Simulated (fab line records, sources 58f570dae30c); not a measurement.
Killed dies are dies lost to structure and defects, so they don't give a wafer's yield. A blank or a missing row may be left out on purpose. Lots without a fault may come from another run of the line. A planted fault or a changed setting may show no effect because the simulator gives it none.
Which tool did it? | flow berkeley_cmos170 | 15 lots, 45 wafers sampled, at 1 step of a route of 331

WHAT THE GAUGES READ, wafer by wafer
The record holds no reading of a measuring or inspecting step that can be judged against a usual standard deviation.

WHICH TOOL RAN EACH LOT (tool, then ch and the chambers of the sampled wafers, then the start)
lot  | UCB170_M1_STRIP_13
L500 | plasma_asher-04 ch 0,1, day 7 10:02
L502 | plasma_asher-04 ch 0,1, day 7 19:11
L501 | plasma_asher-01 ch 0,1, day 7 19:26
L504 | plasma_asher-04 ch 0,1, day 8 02:08
L505 | plasma_asher-01 ch 0,1, day 8 04:19
L508 | plasma_asher-01 ch 0,1, day 8 11:44
L509 | plasma_asher-04 ch 0,1, day 9 03:19
L510 | plasma_asher-02 ch 0,1, day 9 05:16
L513 | plasma_asher-01 ch 0, day 9 22:55
L511 | plasma_asher-02 ch 0,1, day 9 23:11
L512 | plasma_asher-04 ch 0,1, day 9 23:30
L518 | plasma_asher-04 ch 1, day 11 09:40
L520 | plasma_asher-02 ch 0,1, day 11 19:26
L519 | plasma_asher-04 ch 0,1, day 11 20:37
L521 | plasma_asher-04 ch 0,1, day 11 23:52
- UCB170_M1_STRIP_13: strips in O2.

WHAT THE TOOLS THEMSELVES READ (means of the sampled wafers that have a number; where no wafer has one, the mark that the record gives instead)
UCB170_M1_STRIP_13.
lot  | tool            | chamber_pressure_mTorr (mTorr) | drypump_motor_current_A (A) | oes_product_au (a.u.)
L500 | plasma_asher-04 | 3499                           | 5.4                         | 0.726
L502 | plasma_asher-04 | 3497                           | 5.4                         | 0.720
L501 | plasma_asher-01 | 3500                           | 6.1                         | 0.723
L504 | plasma_asher-04 | 3501                           | 5.4                         | 0.723
L505 | plasma_asher-01 | 3501                           | 6.1                         | 0.716
L508 | plasma_asher-01 | 3500                           | 6.1                         | 0.722
L509 | plasma_asher-04 | 3503                           | 5.4                         | 0.721
L510 | plasma_asher-02 | 3500                           | 5.2                         | 0.717
L513 | plasma_asher-01 | 3500                           | 6.1                         | 0.720
L511 | plasma_asher-02 | 3500                           | 5.1                         | 0.716
L512 | plasma_asher-04 | 3499                           | 5.5                         | 0.724
L518 | plasma_asher-04 | -                              | -                           | -
L520 | plasma_asher-02 | -                              | -                           | -
L519 | plasma_asher-04 | -                              | -                           | -
L521 | plasma_asher-04 | 3497                           | 5.4                         | 0.720

THE ANSWER, worked out from the rows above alone
Rule: what is usual is taken from the lots themselves. Put in order of their means at a reading, lots are off if they are a third of the lots or fewer, leave a main group of 4 or more, and stand apart from it by a gap of 3 or more times the standard deviation of the main group's means; of several such gaps the widest counts. A main group whose means are all the same, to the digits that the tables above print for the reading, isn't used. A lot without any number at a reading at which 4 lots or more have one is off too. The other lots that the step has rows for count as sound. The gauges are gone through in route order, then the tools' own readings, and for those a lot's mean is taken as printed above. The first step at which some lot is off is used, and at that step the reading that is off furthest; a lot without a number counts as furthest.
Off: L518, L520, L519, at UCB170_M1_STRIP_13 (chamber_pressure_mTorr). Without a number there: L518, L520, L519. The main group: mean 3500 mTorr, standard deviation 1.6.
A tool fits if, at that step or a process step before it, it ran every lot that is off, and no sound lot after the first of them. None of those tried fits.

WHAT THE SIMULATOR HAD PUT IN
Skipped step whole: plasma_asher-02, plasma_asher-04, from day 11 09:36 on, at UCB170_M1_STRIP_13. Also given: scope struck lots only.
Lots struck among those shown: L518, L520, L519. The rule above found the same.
